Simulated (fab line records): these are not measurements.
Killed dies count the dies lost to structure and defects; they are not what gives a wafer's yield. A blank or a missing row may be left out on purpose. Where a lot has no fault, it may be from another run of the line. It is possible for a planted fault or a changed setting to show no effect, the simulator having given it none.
fab line records :: flow ritCmos
[record]
  lots = 14
  wafers = 42
  lastDay = 7
route steps=202 shown NLDD@108
lots that met no fault: taken from a fault-free run of the same line
startH: the number of hours between the record's first day and the start of the first shown wafer of the lot :: waitH: hours since the lot's step before :: " unchanged from the row above :: L1.1+2: a single row standing in for several wafers :: - either no value or no given start :: * or withheld: withheld :: < > ~ a bound
route shown NAME@n: a module of which the file shows steps, and the number in the route of the first :: usual: mean and standard deviation over wafers with no fault :: same: alike in all rows :: chamber/n: place in a boat :: sites: readings site by site :: _std_site: how widely they spread, as a standard deviation :: _edge_site: the outer-site mean with the inner-site mean subtracted :: radiusMm: for every site, how far away it sits from the centre of the wafer :: mask NAME#n: copy n :: behind: the tool/chamber that last shaped the wafer :: hold: what put the lot on hold/how long, in hours/how the hold closed :: device: names the non-switching transistor (n, p or np) :: end of line: tests run on the same wafers once the route is complete :: where a step has no rows: the recipe by itself :: killed: count of dies lost to structure and defects at first sort (not the wafer's yield) :: map: the dies of a wafer, with x for killed, . for not killed, _ for no die there
set.NAME: the setting as run; set.NAME@STEP: as run at that earlier step :: model.NAME: the simulator's own value behind a step, which no gauge read
steps of the route over a sample of lots; a table a step, a row a wafer
[[steps]]
[step RIT_NLDD_DEVELOP_05]
[recipe]
  resist = NOVOLAK
  developTimeS = 50
  devTempC = 23
[usual]
  chillPlateTempC = 22.97/0.11
  developTimeS = 50/0
  exhaustPa = 45.1/0.9
lot.wafer: L401.2
tool: lithoTrack-04
chamber: 0
startH: 44
waitH: -
chillPlateTempC: 22.82
developTimeS: 50
exhaustPa: 45.3

lot.wafer: L401.5
tool: lithoTrack-04
chamber: 0
startH: 44
waitH: -
chillPlateTempC: 23.11
developTimeS: 50
exhaustPa: 45.8

lot.wafer: L401.6
tool: lithoTrack-04
chamber: 0
startH: 44
waitH: -
chillPlateTempC: 23.04
developTimeS: 50
exhaustPa: 45.1

lot.wafer: L402.2
tool: lithoTrack-04
chamber: 0
startH: 51
waitH: -
chillPlateTempC: 23.05
developTimeS: 50
exhaustPa: 45.4

lot.wafer: L402.3
tool: lithoTrack-04
chamber: 0
startH: 51
waitH: -
chillPlateTempC: 23.08
developTimeS: 50
exhaustPa: 45.7

lot.wafer: L402.5
tool: lithoTrack-04
chamber: 0
startH: 51
waitH: -
chillPlateTempC: 22.91
developTimeS: 50
exhaustPa: 44.7

lot.wafer: L404.2
tool: lithoTrack-04
chamber: 0
startH: 60
waitH: -
chillPlateTempC: 22.85
developTimeS: 50
exhaustPa: 45.6

lot.wafer: L404.4
tool: lithoTrack-04
chamber: 0
startH: 60
waitH: -
chillPlateTempC: 22.72
developTimeS: 50
exhaustPa: 44.5

lot.wafer: L404.5
tool: lithoTrack-04
chamber: 0
startH: 60
waitH: -
chillPlateTempC: 23.00
developTimeS: 50
exhaustPa: 46.2

lot.wafer: L409.3
tool: lithoTrack-04
chamber: 0
startH: 82
waitH: -
chillPlateTempC: 22.96
developTimeS: 50
exhaustPa: 44.9

lot.wafer: L409.5
tool: lithoTrack-04
chamber: 0
startH: 82
waitH: -
chillPlateTempC: 22.81
developTimeS: 50
exhaustPa: 44.5

lot.wafer: L409.6
tool: lithoTrack-04
chamber: 0
startH: 82
waitH: -
chillPlateTempC: 22.96
developTimeS: 50
exhaustPa: 45.0

lot.wafer: L412.1
tool: lithoTrack-04
chamber: -
startH: 97
waitH: -
chillPlateTempC: -
developTimeS: -
exhaustPa: -

lot.wafer: L412.2
tool: lithoTrack-04
chamber: -
startH: 97
waitH: -
chillPlateTempC: -
developTimeS: -
exhaustPa: -

lot.wafer: L412.5
tool: lithoTrack-04
chamber: -
startH: 97
waitH: -
chillPlateTempC: -
developTimeS: -
exhaustPa: -

lot.wafer: L413.1
tool: lithoTrack-04
chamber: -
startH: 101
waitH: -
chillPlateTempC: -
developTimeS: -
exhaustPa: -

lot.wafer: L413.3
tool: lithoTrack-04
chamber: -
startH: 101
waitH: -
chillPlateTempC: -
developTimeS: -
exhaustPa: -

lot.wafer: L413.5
tool: lithoTrack-04
chamber: -
startH: 101
waitH: -
chillPlateTempC: -
developTimeS: -
exhaustPa: -

lot.wafer: L417.2
tool: lithoTrack-04
chamber: 0
startH: 122
waitH: -
chillPlateTempC: 22.79
developTimeS: 50
exhaustPa: 45.0

lot.wafer: L417.3
tool: lithoTrack-04
chamber: 0
startH: 122
waitH: -
chillPlateTempC: 22.88
developTimeS: 50
exhaustPa: 45.9

lot.wafer: L417.6
tool: lithoTrack-04
chamber: 0
startH: 122
waitH: -
chillPlateTempC: 23.06
developTimeS: 50
exhaustPa: 43.6

lot.wafer: L418.1
tool: lithoTrack-03
chamber: 0
startH: 126
waitH: -
chillPlateTempC: 22.98
developTimeS: 50
exhaustPa: 45.4

lot.wafer: L418.2
tool: lithoTrack-03
chamber: 0
startH: 126
waitH: -
chillPlateTempC: 22.98
developTimeS: 50
exhaustPa: 45.6

lot.wafer: L418.6
tool: lithoTrack-03
chamber: 0
startH: 126
waitH: -
chillPlateTempC: 23.01
developTimeS: 50
exhaustPa: 46.0

lot.wafer: L419.2
tool: lithoTrack-03
chamber: 0
startH: 131
waitH: -
chillPlateTempC: 23.04
developTimeS: 50
exhaustPa: 45.9

lot.wafer: L419.5
tool: lithoTrack-03
chamber: 0
startH: 131
waitH: -
chillPlateTempC: 22.98
developTimeS: 50
exhaustPa: 44.6

lot.wafer: L419.6
tool: lithoTrack-03
chamber: 0
startH: 131
waitH: -
chillPlateTempC: 22.98
developTimeS: 50
exhaustPa: 45.8

lot.wafer: L420.1
tool: lithoTrack-03
chamber: 0
startH: 137
waitH: -
chillPlateTempC: 22.83
developTimeS: 50
exhaustPa: 43.7

lot.wafer: L420.3
tool: lithoTrack-03
chamber: 0
startH: 137
waitH: -
chillPlateTempC: 23.08
developTimeS: 50
exhaustPa: 43.5

lot.wafer: L420.5
tool: lithoTrack-03
chamber: 0
startH: 137
waitH: -
chillPlateTempC: 22.83
developTimeS: 50
exhaustPa: 43.9

lot.wafer: L421.3
tool: lithoTrack-04
chamber: 0
startH: 141
waitH: -
chillPlateTempC: 23.00
developTimeS: 50
exhaustPa: 44.5

lot.wafer: L421.5
tool: lithoTrack-04
chamber: 0
startH: 141
waitH: -
chillPlateTempC: 22.90
developTimeS: 50
exhaustPa: 44.1

lot.wafer: L421.6
tool: lithoTrack-04
chamber: 0
startH: 141
waitH: -
chillPlateTempC: 22.98
developTimeS: 50
exhaustPa: 44.7

lot.wafer: L422.3
tool: lithoTrack-01
chamber: 0
startH: 148
waitH: -
chillPlateTempC: 22.97
developTimeS: 50
exhaustPa: 45.7

lot.wafer: L422.5
tool: lithoTrack-01
chamber: 0
startH: 148
waitH: -
chillPlateTempC: 23.10
developTimeS: 50
exhaustPa: 44.2

lot.wafer: L422.6
tool: lithoTrack-01
chamber: 0
startH: 148
waitH: -
chillPlateTempC: 23.12
developTimeS: 50
exhaustPa: 44.9

lot.wafer: L423.1
tool: lithoTrack-04
chamber: 0
startH: 153
waitH: -
chillPlateTempC: 22.93
developTimeS: 50
exhaustPa: 44.7

lot.wafer: L423.3
tool: lithoTrack-04
chamber: 0
startH: 153
waitH: -
chillPlateTempC: 22.81
developTimeS: 50
exhaustPa: 44.8

lot.wafer: L423.4
tool: lithoTrack-04
chamber: 0
startH: 153
waitH: -
chillPlateTempC: 22.98
developTimeS: 50
exhaustPa: 44.2

lot.wafer: L424.3
tool: lithoTrack-03
chamber: 0
startH: 161
waitH: -
chillPlateTempC: 23.09
developTimeS: 50
exhaustPa: 46.3

lot.wafer: L424.4
tool: lithoTrack-03
chamber: 0
startH: 161
waitH: -
chillPlateTempC: 23.02
developTimeS: 50
exhaustPa: 46.0

lot.wafer: L424.6
tool: lithoTrack-03
chamber: 0
startH: 161
waitH: -
chillPlateTempC: 22.84
developTimeS: 50
exhaustPa: 45.3
[[key]]
[firstSign]
  step = RIT_NLDD_DEVELOP_05
  reading = toolRecord
  direction = missing
effect none on later readings
metAt RIT_NLDD_DEVELOP_05
struckLots L412,L413
sortLeftOut L412.1,L412.2,L412.5,L413.1,L413.3,L413.5
testerLeftOut L412,L413
onsetBetween 82 97
[fault]
  kind = skippedStepWhole
  tool = lithoTrack-04
  chamber = -
  onsetH = 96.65
  steps = RIT_NLDD_DEVELOP_05
  scope = struckLotsOnly
// testerLeftOut: of these lots the tester's yield and bins aren't shown, on N5 and GAA mostly nor the transistor test; their killed dies are dies lost to structure and defects alone, not to doping, threshold or leakage, so they don't give the yield
// sortLeftOut: the simulated sort isn't trusted on such a fault, so these wafers' sort isn't shown, and their yield isn't known
